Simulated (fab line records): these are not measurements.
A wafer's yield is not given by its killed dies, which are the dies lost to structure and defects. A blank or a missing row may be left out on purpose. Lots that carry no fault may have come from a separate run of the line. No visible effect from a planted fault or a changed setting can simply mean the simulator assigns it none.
Chamber matching    flow berkeley-cmos170    UCB170_M2_ETCH_17 on rie-diel-01: 4 sister chambers
The step etches BARC in N2/H2. 18 wafers are shown with their chamber, then 9 later ones without.

== WAFERS, EACH WITH ITS CHAMBER ==
wafer   chamber  throttle-valve-pct (%)  drypump-motor-current-A (A)  oes-product-au (a.u.)
L451.2  3        13.29                   5.3                          1.039
L451.4  1        13.03                   5.7                          1.033
L451.6  2        13.46                   5.7                          1.018
L452.2  0        13.29                   5.2                          1.026
L452.4  1        13.01                   5.7                          1.022
L452.5  2        13.46                   5.8                          1.014
L454.1  1        13.02                   5.7                          1.017
L454.3  0        13.29                   5.2                          1.024
L454.6  2        13.44                   5.8                          1.019
L461.2  1        13.01                   5.7                          1.013
L461.3  0        13.27                   5.2                          1.036
L461.5  3        13.29                   5.3                          1.013
L466.3  0        13.27                   5.2                          1.025
L466.5  3        13.29                   5.3                          1.022
L466.6  0        13.27                   5.2                          1.016
L465.1  2        13.47                   5.7                          1.006
L465.4  1        13.02                   5.7                          1.030
L465.6  0        13.28                   5.3                          1.021

SIGNATURES, as means of the wafers listed above
reading                  chamber 0  chamber 1  chamber 2  chamber 3  scatter within a chamber
throttle-valve-pct       13.2783    13.0180    13.4575    13.2900    0.0094
drypump-motor-current-A  5.217      5.700      5.750      5.300      0.0362
oes-product-au           1.02467    1.02300    1.01425    1.02467    0.00828
Rule: for a wafer and a chamber, the distance is found by dividing, reading by reading, the gap between the wafer's reading and the chamber's mean by the reading's scatter, squaring, summing and taking the root. If the next closest chamber is less than 2 further off than the closest, the wafer can't be placed; otherwise it belongs to the closest. How the scatter is found: for the shown wafers, subtract from each reading the mean of its chamber, square and add these, divide the total by (wafers less chambers), then take the root.

== WAFERS WITH NO CHAMBER GIVEN ==
wafer   throttle-valve-pct (%)  drypump-motor-current-A (A)  oes-product-au (a.u.)
L470.1  13.02                   5.7                          1.019
L470.5  13.46                   5.8                          1.001
L470.6  13.29                   5.3                          1.008
L472.2  13.29                   5.3                          1.009
L472.3  13.45                   5.7                          0.996
L472.4  13.28                   5.2                          1.010
L473.1  13.02                   5.7                          1.030
L473.2  13.27                   5.2                          1.026
L473.5  13.28                   5.3                          1.023

== CHAMBER TAKEN BY EACH ==
wafer   from the rows above      in truth
L470.1  1                        1
L470.5  2                        2
L470.6  can't be placed: 3 or 0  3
L472.2  can't be placed: 3 or 0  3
L472.3  2                        2
L472.4  can't be placed: 0 or 3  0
L473.1  1                        1
L473.2  0                        0
L473.5  can't be placed: 3 or 0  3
Correctly placed: 5 of 9. These rows do not allow placing 4 (true chamber among the candidates in 4). Placed wrongly: 0.
